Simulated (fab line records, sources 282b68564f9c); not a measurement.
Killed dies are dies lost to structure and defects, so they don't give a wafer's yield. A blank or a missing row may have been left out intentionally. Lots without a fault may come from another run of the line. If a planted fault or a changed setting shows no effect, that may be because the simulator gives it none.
fab line records	flow ritCmos
record lots=6	wafers=18	lastDay=8
route steps=202 shown ACTIVE@14 FOX1@20 FOX2@23 M1@202
lots that met no fault: taken from a fault-free run of the same line
startH: start of the lot's first displayed wafer, in hours after the record's first day	waitH: how many hours have passed since the lot's step before this one	" as in the row above	L1.1+2: one row covering several wafers at once	- no value, or no start was given	* or withheld: withheld	< > ~ a bound
route shown NAME@n: a module of which the file shows steps, and the number in the route of the first	usual: mean/standard deviation taken from wafers without a fault	same: alike in all rows	chamber/n: place in a boat	sites: the reading at each site	_std_site: the values' standard deviation	_edge_site: outer sites' mean less inner sites'	radiusMm: for every site, how far away it sits from the centre of the wafer	mask NAME#n: copy n	behind: the tool/chamber that last shaped the wafer	hold: what put the lot on hold/how long, in hours/how the hold closed	device: the n, p or np transistor that did not switch	end of line: the route-end tests of the same wafers	step lacking rows: just its recipe	killed: dies that structure and defects cost at the first sort, which is not the same as the wafer's yield	map: a wafer's dies, x killed, . not, _ none there
set.NAME: the setting as run; set.NAME@STEP: as run at that earlier step	model.NAME: the simulator's own value behind a step, which no gauge read
a table for each step, a row for each wafer; lots at some steps of the route
services: the hour from which a tool's chamber was out of use, counted from the record's first day as startH (under 0 if before that day), plus the number of hours and why
## steps
# step RIT_ACTIVE_ETCH_13
# recipe stopOn=SiO2	chemistry=SF6	target=Si3N4	timeS=210	overEtchFrac=0.4	SF6_flow_sccm=200	pressureMtorr=260	rfW=125	targetDepthA=2100
# usual drypumpMotorCurrentA=5.9/0.41	oesProductAu=0.828/0.014	throttleValvePct=7.57/0.056
lot.wafer	tool	chamber	startH	waitH	drypumpMotorCurrentA	oesProductAu	rfHoursCounterH	throttleValvePct
L719.2	rieDiel-03	1	17.10	0.1	5.6	0.836	6	7.63
L719.3	"	0	"	"	5.9	0.818	21	7.58
L719.4	"	3	"	"	6.2	0.825	156	7.55
L731.3	rieDiel-01	2	79.64	0.1	6.0	0.811	18	7.52
L731.4	"	0	"	"	6.0	0.830	-	7.47
L731.5	"	3	"	"	6.1	0.830	-	7.60
L737.1	rieDiel-01	1	110.48	0.1	5.9	0.861	6	7.59
L737.3	"	2	"	"	6.0	0.806	18	7.51
L737.5	"	3	"	"	6.1	0.836	-	7.60
L738.1	rieDiel-03	2	110.58	0.1	6.3	0.812	26	7.54
L738.3	"	0	"	"	5.9	0.817	22	7.59
L738.4	"	2	"	"	6.3	0.818	-	7.53
L741.1	rieDiel-02	1	125.58	0.1	5.5	0.817	7	7.67
L741.2	"	0	"	"	5.3	0.830	39	7.62
L741.6	"	0	"	"	5.3	0.829	-	7.63
L742.1	rieDiel-01	0	132.67	0.1	6.0	0.847	32	7.47
L742.3	"	1	"	"	5.9	0.845	7	7.59
L742.6	"	2	"	"	6.1	0.798	-	7.50
# step RIT_ACTIVE_STRIP_14
# recipe chemistry=O2	timeS=180	resist=NOVOLAK	platenTempC=withheld	powerW=500	pressureMtorr=4000	o2FlowSccm=4000
# usual drypumpMotorCurrentA=6.1/0.68
lot.wafer	tool	chamber	startH	waitH	drypumpMotorCurrentA	rfHoursCounterH
L719.2	plasmaAsher-04	0	17.23	0.1	6.7	33
L719.3	"	0	"	"	6.7	-
L719.4	"	1	"	"	6.6	-
L731.3	plasmaAsher-04	0	79.83	0.1	6.7	-
L731.4	"	1	"	"	6.6	-
L731.5	"	0	"	"	6.7	-
L737.1	plasmaAsher-04	0	110.61	0.1	6.7	42
L737.3	"	0	"	"	6.8	-
L737.5	"	0	"	"	6.8	-
L738.1	plasmaAsher-02	0	110.72	0.1	5.4	48
L738.3	"	1	"	"	5.2	-
L738.4	"	0	"	"	5.4	-
L741.1	plasmaAsher-04	0	125.71	0.1	6.8	43
L741.2	"	1	"	"	6.6	43
L741.6	"	0	"	"	6.8	-
L742.1	plasmaAsher-02	1	132.81	0.1	5.2	51
L742.3	"	0	"	"	5.4	-
L742.6	"	1	"	"	5.2	-
# step RIT_ACTIVE_CD_MEAS_90
# recipe targetCdNm=1400
# usual cdNm=1400.6/2.2
lot.wafer	tool	chamber	startH	waitH	cdNm
L719.2	cdSem-02	-	17.43	0.1	1400.8
L719.3	"	-	"	"	1402.5
L719.4	"	-	"	"	1399.6
L731.3	cdSem-01	-	79.99	0.1	1397.7
L731.4	"	-	"	"	1400.3
L731.5	"	-	"	"	1404.1
L737.1	cdSem-02	-	110.79	0.1	1398.8
L737.3	"	-	"	"	1400.1
L737.5	"	-	"	"	1397.5
L738.1	cdSem-01	-	110.89	0.1	1400.4
L738.3	"	-	"	"	1398.5
L738.4	"	-	"	"	1401.8
L741.1	cdSem-01	-	125.89	0.1	1405.2
L741.2	"	-	"	"	1403.0
L741.6	"	-	"	"	1407.0
L742.1	cdSem-02	-	132.98	0.1	1397.1
L742.3	"	-	"	"	1399.8
L742.6	"	-	"	"	1397.6
# step RIT_ACTIVE_CLEAN_15
# recipe chemistry=SC1	mix=3:3:50	timeS=600	tempC=75
# step RIT_ACTIVE_CLEAN_16
# recipe chemistry=dHF	dilution=50:1	timeS=30
# step RIT_ACTIVE_CLEAN_17
# recipe chemistry=SC2	mix=3:3:50	timeS=600	tempC=75	dry=n2Spin
# step RIT_FOX1_OXIDATION_00
# recipe tempC=1100	ambient=H2O	targetThkA=3507	pH2oTorr=720	oxTimeS=1130
# step RIT_FOX1_THK_MEAS_01
# recipe reads=SiO2_of_FOX1_OXIDATION_00
# usual FOX1_OXIDE_THK=355/7
lot.wafer	tool	chamber	startH	waitH	FOX1_OXIDE_THK[nm]
L719.2	filmMetro-01	-	20.63	0.0	354
L719.3	"	-	"	"	361
L719.4	"	-	"	"	355
L731.3	filmMetro-01	-	86.29	0.0	354
L731.4	"	-	"	"	354
L731.5	"	-	"	"	359
L737.1	filmMetro-04	-	114.55	0.0	364
L737.3	"	-	"	"	358
L737.5	"	-	"	"	369
L738.1	filmMetro-03	-	114.55	0.0	357
L738.3	"	-	"	"	360
L738.4	"	-	"	"	350
L741.1	filmMetro-03	-	128.97	0.0	369
L741.2	"	-	"	"	363
L741.6	"	-	"	"	361
L742.1	filmMetro-04	-	135.91	0.0	347
L742.3	"	-	"	"	347
L742.6	"	-	"	"	347
# step RIT_FOX1_WET_ETCH_02
# recipe chemistry=BOE	targetDepthNm=350	timeS=390	tempC=21.5	dry=n2Spin	dilution=10:1	target=SiO2
# step RIT_FOX2_OXIDATION_00
# recipe tempC=1092	ambient=H2O	targetThkA=3507	pH2oTorr=720	oxTimeS=1130
# step RIT_FOX2_THK_MEAS_01
# recipe reads=SiO2_of_FOX2_OXIDATION_00
# usual FOX2_OXIDE_THK=337/6.9
lot.wafer	tool	chamber	startH	waitH	FOX2_OXIDE_THK[nm]
L719.2	filmMetro-03	-	22.12	0.0	342
L719.3	"	-	"	"	342
L719.4	"	-	"	"	338
L731.3	filmMetro-01	-	91.53	0.0	335
L731.4	"	-	"	"	341
L731.5	"	-	"	"	340
L737.1	filmMetro-01	-	121.80	0.0	331
L737.3	"	-	"	"	326
L737.5	"	-	"	"	324
L738.1	filmMetro-03	-	121.80	0.0	329
L738.3	"	-	"	"	331
L738.4	"	-	"	"	328
L741.1	filmMetro-02	-	134.60	0.0	332
L741.2	"	-	"	"	332
L741.6	"	-	"	"	332
L742.1	filmMetro-03	-	137.47	0.0	319
L742.3	"	-	"	"	328
L742.6	"	-	"	"	321
# step RIT_FOX2_CLEAN_02
# recipe chemistry=dHF	dilution=50:1	timeS=180
# step RIT_FOX2_WET_ETCH_03
# recipe chemistry=H3PO4	target=Si3N4	targetDepthNm=195	tempC=165	timeS=2700
lot.wafer	tool	chamber	startH	waitH	model.SiO2_of_ACTIVE_OXIDATION_01.thkNm
L719.2	wetBench-04	3	22.23	0.0	40.07
L719.3	"	3	"	"	40.06
L719.4	"	3	"	"	39.96
L731.3	wetBench-03	0	91.63	0.0	40.03
L731.4	"	0	"	"	40.69
L731.5	"	0	"	"	41.32
L737.1	wetBench-04	2	121.91	0.0	41.67
L737.3	"	2	"	"	42.03
L737.5	"	2	"	"	41.6
L738.1	wetBench-04	2	121.91	0.0	42.39
L738.3	"	2	"	"	41.79
L738.4	"	2	"	"	41.44
L741.1	wetBench-04	0	134.72	0.0	39.5
L741.2	"	0	"	"	40.03
L741.6	"	0	"	"	39.54
L742.1	wetBench-03	3	137.59	0.0	39.16
L742.3	"	3	"	"	39.3
L742.6	"	3	"	"	39.38
# step RIT_FOX2_THK_MEAS_90
# recipe reads=SiO2_of_FOX2_OXIDATION_00
# usual FIELD_OXIDE_LEFT_1_THK=309/6.9
lot.wafer	tool	chamber	startH	waitH	FIELD_OXIDE_LEFT_1_THK[nm]
L719.2	filmMetro-02	-	23.00	0.0	315
L719.3	"	-	"	"	314
L719.4	"	-	"	"	311
L731.3	filmMetro-02	-	92.41	0.0	307
L731.4	"	-	"	"	313
L731.5	"	-	"	"	312
L737.1	filmMetro-03	-	122.67	0.0	307
L737.3	"	-	"	"	303
L737.5	"	-	"	"	300
L738.1	filmMetro-02	-	122.70	0.0	305
L738.3	"	-	"	"	308
L738.4	"	-	"	"	305
L741.1	filmMetro-03	-	135.54	0.0	305
L741.2	"	-	"	"	304
L741.6	"	-	"	"	305
L742.1	filmMetro-02	-	138.35	0.0	291
L742.3	"	-	"	"	301
L742.6	"	-	"	"	294
# step RIT_M1_PROBE_99
# usual killedAtContacts=0.1/0.29	killedAtFrontEnd=7/3.1	killedDies=7/3.1	killedOnRim=1.8/1.3	killedOpen=3.4/1.9	killedShort=3.6/2.1
# same grossDies=264	killed_at_M0_to_M3=0	killed_at_M4_up=0	killedAtBackSide=0	killedAtOther=0
lot.wafer	tool	chamber	startH	waitH	killedAtContacts	killedAtFrontEnd	killedDies	killedOnRim	killedOpen	killedShort	model.etest.pldd.widthNm	model.etest.nldd.widthNm
L719.2	prober-01	-	62.59	0.1	0	4	4	1	2	2	3222	3194
L719.3	prober-01	-	62.64	0.2	0	5	5	1	3	2	3202	3196
L719.4	prober-01	-	62.69	0.2	1	12	13	1	5	8	3200	3226
L731.3	prober-02	-	142.51	0.2	0	13	13	1	5	8	3197	3207
L731.4	prober-02	-	142.56	0.2	1	9	10	1	4	6	3205	3193
L731.5	prober-02	-	142.61	0.2	1	4	5	0	2	3	3184	3186
L737.1	prober-02	-	168.24	0.1	0	12	12	0	8	3	3177	3182
L737.5	prober-02	-	168.44	0.2	0	3	3	0	2	1	3179	3188
L738.1	prober-01	-	169.74	0.1	0	9	9	3	4	5	3192	3181
L738.3	prober-01	-	169.84	0.2	0	4	4	2	3	1	3191	3186
L738.4	prober-01	-	169.89	0.2	0	14	14	2	7	7	3212	3210
L742.1	prober-02	-	181.65	0.1	0	5	5	1	1	4	3242	3228
L742.3	prober-02	-	181.75	0.2	0	5	5	2	2	3	3215	3230
L742.6	prober-02	-	181.90	0.2	0	10	10	2	6	4	3224	3224
L741.1	prober-01	-	183.15	0.1	0	10	10	0	4	6	3202	3192
L741.2	prober-01	-	183.20	0.1	0	12	12	6	6	6	3200	3213
L741.6	prober-01	-	183.40	0.2	0	7	7	2	2	5	3207	3222
# killed by level:class
L719.2 FOX1:geometricParticle:open=1 FOX2:geometricParticle:open=1 GATE:geometricParticle:short=1 SPACER:geometricParticle:short=1
L719.3 GATE:geometricParticle:open=3 GATE:geometricParticle:short=1 SPACER:geometricParticle:short=1
L719.4 GATE:geometricParticle:short=5 FOX2:geometricParticle:open=2 GATE:geometricParticle:open=2 REOX:geometricParticle:short=2 REOX:geometricParticle:open=1 CONTACT:geometricParticle:short=1
L731.3 GATE:geometricParticle:short=4 GATE:geometricParticle:open=3 SPACER:geometricParticle:short=3 REOX:geometricParticle:open=2 SILICIDE:geometricParticle:short=1
L731.4 SPACER:geometricParticle:short=4 GATE:geometricParticle:open=2 FOX2:geometricParticle:short=1 GATE:geometricParticle:short=1 SPACER:geometricParticle:open=1 CONTACT:geometricParticle:open=1
L731.5 GATE:geometricParticle:open=2 FOX1:geometricParticle:short=1 GATE:geometricParticle:short=1 CONTACT:geometricParticle:short=1
L737.1 FOX2:geometricParticle:open=3 REOX:geometricParticle:open=3 FOX1:geometricParticle:open=1 GATE:geometricParticle:open=1 REOX:geometricParticle:short=1 SPACER:geometricParticle:short=1 SILICIDE:geometricParticle:short=1 GATE:coatMicrobubblePrinted=1
L737.5 GATE:geometricParticle:open=2 REOX:geometricParticle:short=1
L738.1 GATE:geometricParticle:short=3 FOX1:geometricParticle:open=1 FOX1:geometricParticle:short=1 REOX:geometricParticle:open=1 SILICIDE:geometricParticle:open=1 SILICIDE:geometricParticle:short=1 STARTING-WAFER:geometricParticle:open=1
L738.3 GATE:geometricParticle:open=2 FOX2:geometricParticle:open=1 SPACER:geometricParticle:short=1
L738.4 GATE:geometricParticle:open=6 GATE:geometricParticle:short=3 FOX1:geometricParticle:short=1 FOX2:geometricParticle:short=1 SPACER:geometricParticle:short=1 SILICIDE:geometricParticle:open=1 SILICIDE:geometricParticle:short=1
L742.1 GATE:geometricParticle:short=2 SILICIDE:geometricParticle:short=2 FOX1:geometricParticle:open=1
L742.3 GATE:geometricParticle:short=2 GATE:geometricParticle:open=1 REOX:geometricParticle:open=1 SILICIDE:geometricParticle:short=1
L742.6 GATE:geometricParticle:open=3 SILICIDE:geometricParticle:short=3 FOX1:geometricParticle:open=2 FOX2:geometricParticle:open=1 GATE:geometricParticle:short=1
L741.1 GATE:geometricParticle:open=3 REOX:geometricParticle:short=2 FOX1:geometricParticle:short=1 GATE:geometricParticle:short=1 SPACER:geometricParticle:short=1 SILICIDE:geometricParticle:short=1 SILICIDE:geometricParticle:open=1
L741.2 FOX2:geometricParticle:open=3 GATE:geometricParticle:open=2 GATE:geometricParticle:short=2 FOX1:geometricParticle:short=1 FOX1:geometricParticle:open=1 FOX2:geometricParticle:short=1 REOX:geometricParticle:short=1 SPACER:geometricParticle:short=1
L741.6 FOX1:geometricParticle:short=2 GATE:geometricParticle:short=2 FOX2:geometricParticle:open=1 GATE:geometricParticle:open=1 REOX:geometricParticle:short=1
## services
tool	chamber	startH	hours	kind
rieDiel-01	3	-2.83	8.1	repair
rieDiel-01	0	9.95	6.1	repair
rieDiel-03	0	27.01	21.0	repair
rieDiel-02	-	41.44	0.3	repair
rieDiel-01	1	77.86	14.2	repair
rieDiel-02	0	81.97	1.7	repair
rieDiel-02	1	94.60	15.5	repair
rieDiel-03	3	104.68	-	clean
rieDiel-03	3	104.68	14.0	scheduledDown
rieDiel-03	3	104.68	14.0	ventCycle
rieDiel-02	1	112.11	13.2	repair
plasmaAsher-04	-	121.84	3.7	pm
## key
firstSign none at tools or gauges
modelEffect step=RIT_FOX2_WET_ETCH_03	value=SiO2_of_ACTIVE_OXIDATION_01.thkNm	without=39.82	struck=41.82
modelEffect step=RIT_M1_PROBE_99	value=etest.pldd.widthNm	without=3214	struck=3190
metAt RIT_FOX2_WET_ETCH_03
struckWafers L737.1,L737.3,L737.5,L738.1,L738.3,L738.4
rowsEnd L737.3
testerLeftOut L737,L738
fault kind=processParameterDrift	tool=wetBench-04	chamber=2	onsetH=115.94	steps=RIT_FOX2_WET_ETCH_03	channel=targetDepthNm	offset=-76.392	shape=step	endH=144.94	actsIn=theseRecipesOnly	stated=195
# testerLeftOut: of these lots the tester's yield and bins aren't shown, on N5 and GAA mostly nor the transistor test; their killed dies are dies lost to structure and defects alone, not to doping, threshold or leakage, so they don't give the yield
# rowsEnd: these wafers met a further fault down the route, and their rows from its step on are left out
